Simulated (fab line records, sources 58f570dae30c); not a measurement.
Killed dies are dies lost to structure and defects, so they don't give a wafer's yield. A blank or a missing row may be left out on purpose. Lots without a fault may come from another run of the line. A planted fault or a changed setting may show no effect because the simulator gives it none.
Which tool did it? | flow berkeley_cmos170 | 15 lots, 45 wafers sampled, at 4 steps of a route of 331

WHAT THE GAUGES READ, wafer by wafer
UCB170_START_BOW_MEAS_00. Usual: INCOMING_BOW 0 um, standard deviation 6.6.
lot  | measured    | on            | INCOMING_BOW (um) | flag
L704 | day 1 10:00 | film_metro-03 | -5 5 -8           |
L705 | day 1 15:00 | film_metro-03 | -8 -7 -2          |
L706 | day 1 20:01 | film_metro-04 | 0 1 10            |
L708 | day 2 06:01 | film_metro-01 | 7 -13 1           |
L709 | day 2 11:01 | film_metro-03 | 1 -4 9            |
L710 | day 2 16:02 | film_metro-01 | -8 14 -2          |
L711 | day 2 21:00 | film_metro-03 | 0 -7 -2           |
L712 | day 3 02:01 | film_metro-01 | 5 5 -1            |
L713 | day 3 07:00 | film_metro-01 | -8 9 3            |
L714 | day 3 12:03 | film_metro-03 | 0 -2 -2           |
L715 | day 3 17:00 | film_metro-04 | -8 -6 1           |
L722 | day 5 04:00 | film_metro-01 | 2 2 -3            |
L725 | day 5 19:01 | film_metro-01 | -1 -3 -2          |
L726 | day 6 00:00 | film_metro-03 | 15 -1 -1          |
L727 | day 6 05:01 | film_metro-01 | -1 -9 -4          |

UCB170_PWELL_OVL_MEAS_13. Usual: PWELL_OVL -2 nm, standard deviation 5.3.
lot  | measured    | on         | PWELL_OVL (nm) | flag
L704 | day 3 11:46 | overlay-01 | 4 5 6          |
L705 | day 3 11:37 | overlay-02 | -5 -11 -6      |
L706 | day 3 21:43 | overlay-01 | -6 -6 -7       |
L708 | day 4 06:47 | overlay-01 | -1 -12 -2      |
L709 | day 4 23:03 | overlay-01 | -3 -1 0        |
L710 | day 4 23:30 | overlay-01 | -2 12 3        |
L711 | day 4 22:26 | overlay-02 | 11 -2 -1       |
L712 | day 4 23:19 | overlay-01 | 0 -9 -4        |
L713 | day 5 02:40 | overlay-01 | 4 2 0          |
L714 | day 5 23:23 | overlay-01 | -19 -14 -14    |
L715 | day 5 15:27 | overlay-01 | 0 0 4          |
L722 | day 7 01:12 | overlay-01 | -5 1 -3        |
L725 | day 7 19:43 | overlay-01 | -2 2 1         |
L726 | day 8 08:05 | overlay-02 | -2 -1 -5       |
L727 | day 8 08:27 | overlay-01 | 0 2 -1         |

UCB170_PLDD_OVL_MEAS_07. Usual: PLDD_OVL -4 nm, standard deviation 6.4.
lot  | measured     | on         | PLDD_OVL (nm) | flag
L704 | day 7 07:09  | overlay-01 | -5 -8 -9      |
L705 | day 7 07:38  | overlay-01 | 2 7 12        |
L706 | day 7 13:25  | overlay-02 | 1 4 4         |
L708 | day 7 13:08  | overlay-01 | 6 11 9        |
L709 | day 9 00:20  | overlay-01 | 1 -6 -5       |
L710 | day 9 01:38  | overlay-02 | -6 -10 -11    |
L711 | day 9 00:36  | overlay-01 | -8 -5 -5      |
L712 | day 9 01:37  | overlay-01 | 2 3 -1        |
L713 | day 9 01:20  | overlay-02 | -9 -5 -6      |
L714 | day 10 01:39 | overlay-01 | 0 0 3         |
L715 | day 9 17:07  | overlay-02 | -3 -3 -5      |
L722 | day 11 09:08 | overlay-02 | -12 -13 -16   |

WHICH TOOL RAN EACH LOT (tool, then ch and the chambers of the sampled wafers, then the start)
lot  | UCB170_SCREENOX_ANNEAL_03
L704 | furnace-04 ch 0, day 6 09:28
L705 | furnace-04 ch 0, day 6 09:28
L706 | furnace-04 ch 0, day 6 19:08
L708 | furnace-04 ch 0, day 6 19:08
L709 | furnace-02 ch 0, day 7 21:43
L710 | furnace-02 ch 0, day 7 21:43
L711 | furnace-02 ch 0, day 7 21:43
L712 | furnace-02 ch 0, day 7 21:43
L713 | furnace-02 ch 0, day 7 21:43
L714 | furnace-01 ch 0, day 9 02:23
L715 | furnace-02 ch 0, day 8 16:35
L722 | furnace-02 ch 0, day 10 11:13
L725 | furnace-02, day 11 02:20
L726 | furnace-04, day 11 12:23
L727 | furnace-04, day 11 12:23
- UCB170_SCREENOX_ANNEAL_03: time 900 s.

WHAT THE TOOLS THEMSELVES READ (means of the sampled wafers that have a number; where no wafer has one, the mark that the record gives instead)
UCB170_SCREENOX_ANNEAL_03. Usual: spike_tc_centre_C 902.4 C, standard deviation 1; spike_tc_load_C 920 C, standard deviation 4.3.
lot  | tool       | spike_tc_centre_C (C) | spike_tc_load_C (C) | flag
L704 | furnace-04 | 902.0                 | 925                 |
L705 | furnace-04 | 901.5                 | 925                 |
L706 | furnace-04 | 903.0                 | 926                 |
L708 | furnace-04 | 903.0                 | 926                 |
L709 | furnace-02 | 901.8                 | 916                 |
L710 | furnace-02 | 901.7                 | 917                 |
L711 | furnace-02 | 902.7                 | 917                 |
L712 | furnace-02 | 903.1                 | 916                 |
L713 | furnace-02 | 901.8                 | 916                 |
L714 | furnace-01 | 902.3                 | 922                 |
L715 | furnace-02 | 902.3                 | 915                 |
L722 | furnace-02 | 903.2                 | 916                 |
L725 | furnace-02 | -                     | -                   | OFF
L726 | furnace-04 | -                     | -                   | OFF
L727 | furnace-04 | -                     | -                   | OFF

THE ANSWER, worked out from the rows above alone
Rule: a lot is off if the mean of its wafers that have a number lies more than 3 standard deviations from the usual mean. A lot without any number at a reading at which 4 lots or more have one is off too. The other lots that the step has rows for count as sound. The gauges are gone through in route order, then the tools' own readings, and for those a lot's mean is taken as printed above. The first step at which some lot is off is used, and at that step the reading that is off furthest; a lot without a number counts as furthest.
Off: L725, L726, L727, at UCB170_SCREENOX_ANNEAL_03 (spike_tc_centre_C). Without a number there: L725, L726, L727.
A tool fits if, at that step or a process step before it, it ran every lot that is off, and no sound lot after the first of them. None of those tried fits.

WHAT THE SIMULATOR HAD PUT IN
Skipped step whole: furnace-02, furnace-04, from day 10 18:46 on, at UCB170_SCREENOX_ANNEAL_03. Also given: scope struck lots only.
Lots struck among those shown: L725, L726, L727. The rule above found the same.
